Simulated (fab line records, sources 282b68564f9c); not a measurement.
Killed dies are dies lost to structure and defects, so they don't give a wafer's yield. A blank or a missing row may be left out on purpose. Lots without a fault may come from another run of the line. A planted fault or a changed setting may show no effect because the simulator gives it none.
Chamber matching | flow rit_cmos | RIT_SPACER_ETCHBACK_05 on rie_diel-01: 4 sister chambers
The step etches Si3N4 in SF6/CHF3, stops on SiO2, target depth 250 nm, time 240 s. 4 wafers are shown with their chamber, then 7 later ones without.

WAFERS WITH THEIR CHAMBER
wafer  | chamber | throttle_valve_pct (%)
L926.3 | 0       | 10.50
L927.4 | 3       | 10.01
L933.1 | 2       | 10.11
L933.5 | 1       | 10.30

WAFERS WITHOUT THEIR CHAMBER
wafer  | throttle_valve_pct (%)
L933.6 | 10.49
L939.1 | 10.10
L939.5 | 10.34
L939.6 | 10.53
L943.3 | 10.32
L943.4 | 10.00
L943.5 | 10.01

WHICH CHAMBER EACH WENT THROUGH
wafer  | from the rows above | in truth
L933.6 | 0                   | 0
L939.1 | 2                   | 2
L939.5 | 1                   | 1
L939.6 | 0                   | 0
L943.3 | 1                   | 1
L943.4 | 3                   | 3
L943.5 | 3                   | 3
Placed correctly: 7 of 7. Can't be placed from these rows: 0. Placed wrongly: 0.
How it was worked out, from the rows above alone: a wafer's distance from a chamber is the root of the sum, over the readings, of the square of ((its reading less the chamber's mean) divided by the reading's scatter). The wafer belongs to the nearest chamber; if the next one is less than 2 further off, it can't be placed. A chamber's mean is the mean of its shown wafers. The scatter: with one shown wafer a chamber, the root of the mean of the squares of how far each hidden wafer lies from its nearest shown one.
